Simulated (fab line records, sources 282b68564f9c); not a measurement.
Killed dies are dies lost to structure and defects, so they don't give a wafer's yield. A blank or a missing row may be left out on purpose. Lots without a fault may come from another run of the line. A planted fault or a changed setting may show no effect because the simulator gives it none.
Which tool did it? | flow rit_cmos | 6 lots, 18 wafers sampled, at 2 steps of a route of 202

WHAT THE GAUGES READ, wafer by wafer
RIT_M1_RS_MEAS_01: measures by four-point-probe.
lot  | measured    | on            | M1_AL_RS (ohm/sq)
L586 | day 3 10:43 | film_metro-03 | 0.0735 0.0727 0.0739
L588 | day 3 20:18 | film_metro-04 | 0.0739 0.0733 0.0735
L590 | day 4 06:55 | film_metro-04 | 0.0745 0.0737 0.0733
L596 | day 5 11:35 | film_metro-03 | 0.0739 0.0471 0.0740
L602 | day 6 18:01 | film_metro-01 | 0.0733 0.0736 0.0733
L605 | day 7 13:41 | film_metro-04 | 0.0735 0.0737 0.0745

WHICH TOOL RAN EACH LOT (tool, then ch and the chambers of the sampled wafers, then the start)
lot  | RIT_M1_SPUTTER_00
L586 | pvd_sputter-03, day 3 10:25
L588 | pvd_sputter-03, day 3 20:01
L590 | pvd_sputter-03, day 4 06:38
L596 | pvd_sputter-03, day 5 11:18
L602 | pvd_sputter-01, day 6 17:43
L605 | pvd_sputter-02, day 7 13:20
- RIT_M1_SPUTTER_00: material Al, target thk 400 nm, time 500 s.

THE ANSWER, worked out from the rows above alone
Rule: what is usual is taken from the lots themselves. Put in order of their means at a reading, lots are off if they are a third of the lots or fewer, leave a main group of 4 or more, and stand apart from it by a gap of 3 or more times the standard deviation of the main group's means; of several such gaps the widest counts. A main group whose means are all the same, to the digits that the tables above print for the reading, isn't used. A lot without any number at a reading at which 4 lots or more have one is off too. The other lots that the step has rows for count as sound.
Off: L596, at RIT_M1_RS_MEAS_01 (M1_AL_RS). The main group: mean 0.0736 ohm/sq, standard deviation 0.00022.
A tool fits if, at a process step before that reading, it ran every lot that is off, and no sound lot after the first of them. The gauges at RIT_M1_RS_MEAS_01 are tried like those tools. Can't be told from this: 2 tools fit, pvd_sputter-03 at RIT_M1_SPUTTER_00, film_metro-03 at RIT_M1_RS_MEAS_01.

WHAT THE SIMULATOR HAD PUT IN
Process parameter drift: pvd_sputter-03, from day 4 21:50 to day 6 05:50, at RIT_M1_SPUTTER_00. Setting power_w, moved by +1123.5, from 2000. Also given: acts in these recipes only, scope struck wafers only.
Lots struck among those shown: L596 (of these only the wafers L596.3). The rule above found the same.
